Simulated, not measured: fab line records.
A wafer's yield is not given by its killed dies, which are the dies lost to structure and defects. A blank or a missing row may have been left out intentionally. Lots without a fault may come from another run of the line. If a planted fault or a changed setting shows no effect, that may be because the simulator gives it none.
A struck lot beside a sound one | flow rit-cmos | 43 out of 202 route steps
Sound: these wafers, L459.1, L459.2, L459.5. Wafers L474.2, L474.4, L474.5 were the ones struck. Last of all comes the cause.
Order at every step that has rows: each side's tool, ch and its chambers, its first start. Under that, the readings that differ: sound wafers | struck wafers | difference of the means | sigmas: that difference in standard deviations of wafers without a fault.
alike: words and numbers the same on both sides, and readings whose means are apart by under 2 such deviations; not compared: readings that were withheld, readings missing a value for some wafer, numbers with overlapping values and no deviation given by the record, and bounds like >300 which may hide the same value.
A row with sigmas, a row that says differs or no value, or rows on one side alone: a step with any of these is where the two part. Non-overlapping numbers with no deviation appear without sigmas and do not part them. A reading missing from all wafers of one side parts the sides only when that side holds two or more wafers.

RIT_SDANNEAL_RTA_03: time 5 s.
  sound on rtp-anneal-01 ch 0, day 3 13:24; struck on rtp-anneal-02 ch 0, day 7 13:45
  alike: wafer_temp_C_max
RIT_SDANNEAL_RS_MEAS_04: uses a four-point probe to measure.
  sound on film-metro-03 at day 3 13:28; struck on film-metro-01 at day 7 13:49
  alike: PSD_RS
RIT_SDANNEAL_RS_MEAS_05: uses a four-point probe to measure.
  sound on film-metro-03 at day 3 13:35; struck on film-metro-01 at day 7 13:56
  alike: NSD_RS
RIT_SDANNEAL_RS_MEAS_06: uses a four-point probe to measure.
  sound on film-metro-03 at day 3 13:42; struck on film-metro-01 at day 7 14:04
  alike: PLDD_RS
RIT_SDANNEAL_RS_MEAS_07: uses a four-point probe to measure.
  sound on film-metro-03 at day 3 13:49; struck on film-metro-01 at day 7 14:11
  reading          | sound             | struck            | difference | sigmas
  NLDD_RS (ohm/sq) | 153.1 152.4 153.2 | 150.9 151.2 150.9 | -1.9       | -3
then, 1 step without rows for these wafers: RIT_SILICIDE_WET_ETCH_00 (etches SiO2 in BOE, target depth 14 nm, time 15 s).
RIT_SILICIDE_SPUTTER_01: material Ti, target thk 30 nm, time 240 s.
  sound on pvd-sputter-04 at day 3 13:58; struck on pvd-sputter-03 at day 7 14:17
  alike: throttle-valve-pct
RIT_SILICIDE_RS_MEAS_02: uses a four-point probe to measure.
  sound on film-metro-04 at day 3 14:07; struck on film-metro-03 at day 7 14:28
  alike: SILICIDE_TI_RS
RIT_SILICIDE_THK_MEAS_03: measures by xrf.
  sound on film-metro-04 at day 3 14:14; struck on film-metro-03 at day 7 14:34
  alike: SILICIDE_TI_THK
RIT_SILICIDE_RTA_04: time 10 s, ramp up 5 s, ramp down 5 s.
  sound on rtp-anneal-02 ch 0, day 3 14:17; struck on rtp-anneal-01 ch 0, day 7 14:38
  alike: wafer_temp_C_max
then, 2 steps without rows for these wafers: RIT_SILICIDE_WET_ETCH_05 (etches Ti in SPM, time 120 s); RIT_SILICIDE_RTA_06 (time 10 s, ramp up 5 s, ramp down 10 s).
RIT_CONTACT_CVD_00: deposits SiO2 from TEOS, target thk 400 nm, time 61 s.
  sound on pecvd-03 ch 0,1, day 3 14:28; struck on pecvd-04 ch 0,1, day 7 14:49
  reading                                  | sound             | struck          | difference | sigmas
  run-length-s (s)                         | 88.4 88.7 89.1    | 91.2 91.0 91.7  | +2.6       | +4
  model.SiO2_of_CONTACT_CVD_00.thk-nm (nm) | 397.7 392.7 401.8 | 413.6 417.8 435 | +24.7      |
  alike: heater-power-w
RIT_CONTACT_THK_MEAS_01:
  sound on film-metro-02 at day 3 14:31; struck on film-metro-03 at day 7 14:53
  reading               | sound       | struck      | difference | sigmas
  CONTACT_TEOS_THK (nm) | 398 393 402 | 413 417 435 | +24        | +4
then, 6 steps without rows for these wafers: RIT_CONTACT_HMDS_02 (prime time 60 s); RIT_CONTACT_COAT_03 (resist thk 1000 nm); RIT_CONTACT_SOFTBAKE_04 (time 60 s); RIT_CONTACT_EXPOSE_05 (exposes mask M11, target cd 1000 nm); RIT_CONTACT_PEB_06; RIT_CONTACT_DEVELOP_07 (develop time 120 s).
RIT_CONTACT_CD_MEAS_08: target cd 1000 nm.
  sound on cd-sem-01 at day 3 15:32; struck on cd-sem-01 at day 7 16:02
  alike: cd-nm
RIT_CONTACT_OVL_MEAS_09:
  sound on overlay-02 at day 3 15:40; struck on overlay-02 at day 7 16:08
  alike: CONTACT_OVL
then, 1 step without rows for these wafers: RIT_CONTACT_HARDBAKE_10 (time 60 s).
RIT_CONTACT_ETCH_11: etches SiO2 in CHF3/CF4/Ar, stops on TiSi2, target depth 480 nm, time 320 s.
  sound on rie-diel-03 ch 0,2,3, day 3 15:50; struck on rie-diel-04 ch 0,1,3, day 7 16:25
  reading                             | sound             | struck          | difference | sigmas
  model.etch.depth-nm (nm)            | 397.7 392.7 401.8 | 413.6 417.8 435 | +24.7      |
  model.CONTACT.feature-depth-nm (nm) | 397.7 392.7 401.8 | 413.6 417.8 435 | +24.7      |
  alike: drypump-motor-current-A, oes-product-au, throttle-valve-pct
  not compared: rf-hours-counter-h
RIT_CONTACT_STRIP_12: strips in O2, time 180 s.
  sound on plasma-asher-01 ch 0,1, day 3 16:02; struck on plasma-asher-02 ch 0,1, day 7 16:37
  alike: drypump-motor-current-A
  not compared: rf-hours-counter-h
RIT_CONTACT_CD_MEAS_90: target cd 1000 nm.
  sound on cd-sem-02 at day 3 16:13; struck on cd-sem-01 at day 7 16:49
  alike: cd-nm
then, 2 steps without rows for these wafers: RIT_CONTACT_CLEAN_13 (cleans in SC1, time 600 s); RIT_CONTACT_CLEAN_14 (cleans in SC2, time 600 s).
RIT_M1_SPUTTER_00: material Al, target thk 400 nm, time 500 s.
  sound on pvd-sputter-02 at day 3 16:52; struck on pvd-sputter-02 at day 7 17:16
  alike: throttle-valve-pct
RIT_M1_RS_MEAS_01: uses a four-point probe to measure.
  sound on film-metro-01 at day 3 17:09; struck on film-metro-03 at day 7 17:35
  alike: M1_AL_RS
RIT_M1_THK_MEAS_02: measures by xrf.
  sound on film-metro-01 at day 3 17:16; struck on film-metro-03 at day 7 17:42
  alike: M1_AL_THK
then, 6 steps without rows for these wafers: RIT_M1_HMDS_03 (prime time 60 s); RIT_M1_COAT_04 (resist thk 1300 nm); RIT_M1_SOFTBAKE_05 (time 60 s); RIT_M1_EXPOSE_06 (exposes mask M12, target cd 2600 nm); RIT_M1_PEB_07; RIT_M1_DEVELOP_08 (develop time 68 s).
RIT_M1_CD_MEAS_09: target cd 2600 nm.
  sound on cd-sem-01 at day 3 18:13; struck on cd-sem-02 at day 7 18:59
  reading    | sound                | struck               | difference | sigmas
  cd-nm (nm) | 2604.0 2603.0 2605.1 | 2597.1 2598.2 2596.3 | -6.8       | -2
RIT_M1_OVL_MEAS_10:
  sound on overlay-02 at day 3 18:20; struck on overlay-02 at day 7 19:05
  alike: M1_OVL
then, 1 step without rows for these wafers: RIT_M1_HARDBAKE_11 (time 120 s).
RIT_M1_METAL_ETCH_12: etches Al in Cl2/BCl3, stops on SiO2, time 165 s, target depth 600 nm.
  sound on rie-metal-02 ch 0,1, day 3 18:48; struck on rie-metal-04 ch 0,1, day 7 19:22
  reading                                  | sound           | struck          | difference | sigmas
  model.SiO2_of_CONTACT_CVD_00.thk-nm (nm) | 361 355.1 364.1 | 378 379.6 399.3 | +26        |
  alike: drypump-motor-current-A, oes-product-au, throttle-valve-pct
  not compared: rf-hours-counter-h
then, 1 step without rows for these wafers: RIT_M1_STRIP_13 (strips in nmp, time 600 s).
RIT_M1_PROBE_99:
  only the struck wafers here have rows in the record (prober-02, day 7 21:40); the sound ones have none

## WHERE THEY PART
At RIT_SDANNEAL_RS_MEAS_07 first; at RIT_M1_PROBE_99 last (within this record only).

WHY: the cause the simulator had injected
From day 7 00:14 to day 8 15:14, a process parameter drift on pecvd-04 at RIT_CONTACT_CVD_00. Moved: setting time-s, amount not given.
